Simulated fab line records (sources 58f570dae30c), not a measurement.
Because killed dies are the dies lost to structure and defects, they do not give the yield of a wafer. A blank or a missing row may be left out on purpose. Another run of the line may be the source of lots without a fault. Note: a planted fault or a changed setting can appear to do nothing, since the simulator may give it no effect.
Struck lot and sound lot, side by side    flow berkeley_cmos170    15 out of 331 route steps
Sound: the wafers L360.3, L360.4, L360.6. Struck: wafer L378.2. The cause is given at the end.
Each step with rows lists, per side, the tool, then ch with its chambers, then its first start. Under that, the readings that differ: sound wafers    struck wafers    difference of the means    sigmas: that difference in standard deviations of wafers without a fault.
alike: a reading whose means differ by less than 2 such deviations, as well as words and numbers matching on both sides. not compared: withheld readings; readings where some wafer has no value; bounds like >300 that might hide an equal value; numbers whose values overlap and for which the record gives no deviation.
A row with sigmas, a row that says differs or no value, or rows on one side alone: a step with any of these is where the two part. When numbers do not overlap yet have no deviation, they are printed without sigmas and do not part them. A reading that every wafer of one side lacks parts them only if that side has two wafers or more.

first, 5 steps without rows for these wafers: UCB170_GATE_COAT_07 (resist thk 900 nm); UCB170_GATE_SOFTBAKE_08 (time 60 s); UCB170_GATE_EXPOSE_09 (exposes mask POLY, target cd 350 nm); UCB170_GATE_PEB_10; UCB170_GATE_DEVELOP_11 (develop time 45 s).
UCB170_GATE_CD_MEAS_12: target cd 350 nm.
  sound on cd_sem-01, day 8 10:27; struck on cd_sem-01, day 11 08:46
reading     sound              struck  difference  sigmas
cd_nm (nm)  348.5 348.4 349.1  352.7   +4.0        +3
UCB170_GATE_OVL_MEAS_13:
  sound on overlay-01, day 8 10:32; struck on overlay-02, day 11 08:52
  alike: GATE_OVL
UCB170_GATE_ETCH_14: etches BARC in N2/H2.
  sound on rie_diel-01 ch 0,1,2, day 8 10:34; struck on rie_diel-01 ch 3, day 11 08:54
  alike: drypump_motor_current_A, n2_flow_sccm, oes_product_au, throttle_valve_pct
UCB170_GATE_ETCH_15: etches poly-Si in HBr/Cl2, stops on SiO2, time 56.3 s, target depth 278.2 nm.
  sound on rie_si-02 ch 0,3, day 8 10:37; struck on rie_si-02 ch 1, day 11 08:56
  alike: HBr_flow_sccm, drypump_motor_current_A, oes_product_au, throttle_valve_pct
  not compared: rf_hours_counter_h
UCB170_GATE_STRIP_16: strips in O2.
  sound on plasma_asher-03 ch 0,1, day 8 10:41; struck on plasma_asher-02 ch 1, day 11 08:59
reading                 sound  struck  difference                    sigmas
rf_hours_counter_h (h)  - - -  15      no value on the sound wafers  
  alike: drypump_motor_current_A, oes_product_au
UCB170_GATE_CD_MEAS_90: target cd 350 nm.
  sound on cd_sem-02, day 8 10:52; struck on cd_sem-02, day 11 09:07
reading     sound              struck  difference  sigmas
cd_nm (nm)  348.6 350.1 350.4  353.7   +4.0        +2
then, 1 step without rows for these wafers: UCB170_GATE_CLEAN_17 (cleans in SPM, time 600 s).
UCB170_PLDD_HMDS_00: prime time 60 s.
  sound on litho_track-02 ch 0, day 8 11:17; struck on litho_track-02 ch 0, day 11 09:44
reading           sound              struck  difference  sigmas
prime_temp_c (C)  99.84 99.88 99.87  100.57  +0.71       +5
then, 1 step without rows for these wafers: UCB170_PLDD_COAT_01 (resist thk 900 nm).
UCB170_M3_PROBE_99:
  the record has rows for the sound wafers here (prober-01, day 10 05:45) and none for the struck ones

== WHERE THEY PART ==
Earliest at UCB170_GATE_CD_MEAS_12; latest, in this record, at UCB170_M3_PROBE_99.

WHY: what had been put in by the simulator
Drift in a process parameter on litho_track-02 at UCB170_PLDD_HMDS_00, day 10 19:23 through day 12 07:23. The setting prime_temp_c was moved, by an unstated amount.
